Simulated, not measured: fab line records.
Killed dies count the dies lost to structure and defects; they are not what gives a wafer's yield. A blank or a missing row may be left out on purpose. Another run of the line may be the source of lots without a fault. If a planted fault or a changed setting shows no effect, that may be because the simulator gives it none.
One fault through the eyes of 2 desks    flow berkeley-cmos170    every desk sees just its own numbers, and what lay behind them comes last

## AT THE TOOL OWNER'S DESK: litho-track-03
The tool's own readings at UCB170_PFIELD_DEVELOP_05 (develop time 45 s): means of the sampled wafers that have a number, for each lot that ran on this tool. Any lot whose mean is over 4 standard deviations away from the usual mean is out of limits and marked OUT; that distance is given in the brackets.
Columns: A = developer-temp-C at UCB170_PFIELD_DEVELOP_05, usual 21.02 C
lot   first seen here  A
L740  day 5 00:00      21.02
L741  day 5 09:00      21.05
L742  day 5 21:00      21.07
L746  day 6 20:00      23.24 (+20) OUT
L751  day 7 16:00      23.06 (+19) OUT
Finding of this desk: L746, L751 out of limits; the first was L746 at day 6 20:00, on developer-temp-C at UCB170_PFIELD_DEVELOP_05. L740, L741, L742: within limits.

## FROM THE METROLOGY DESK
What the gauges read for every lot (on any tool): the sampled wafers with a number, averaged. Any lot whose mean is over 4 standard deviations away from the usual mean is out of limits and marked OUT; that distance is given in the brackets.
Columns: A = PWELL_OVL at UCB170_PWELL_OVL_MEAS_13, usual 3 nm; B = PWELL_TW at UCB170_PWELL_TW_MEAS_17, usual 382; C = PFIELD_TW at UCB170_PFIELD_TW_MEAS_09, usual 599
lot   first seen here  A   B    C
L736  day 3 02:15      1   386  594
L738  day 3 09:49      4   388  598
L740  day 3 21:49      6   376  597
L739  day 4 07:29      1   388  608
L741  day 4 07:46      6   377  609
L742  day 4 15:10      6   388  609
L743  day 4 15:53      2   379  595
L746  day 5 10:23      6   385  593
L748  day 5 16:24      4   387  613
L749  day 5 16:26      4   377  594
L750  day 5 22:04      -0  376  598
L751  day 6 09:16      -4  389  594
L755  day 7 09:34      2   379  597
L756  day 7 15:41      -3  377  598
This desk's finding: nothing out of limits on any of the 14 lots.

## PUT TOGETHER
An alarm could have come from the tool owner's desk at day 6 20:00, on L746, L751.
From the metrology desk's view, nothing was out of limits.
The metrology desk has L746, L751 on record, within its limits.
Every lot named ran UCB170_PFIELD_DEVELOP_05 on litho-track-03.

## WHAT HAD BEEN PUT IN BY THE SIMULATOR
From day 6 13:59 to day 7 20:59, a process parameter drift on litho-track-03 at UCB170_PFIELD_DEVELOP_05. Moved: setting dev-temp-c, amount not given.
Shown lots that were struck: L746, L751.
Time in hours from fault onset to the first out-of-limits reading at each desk: the tool owner's desk, 6.
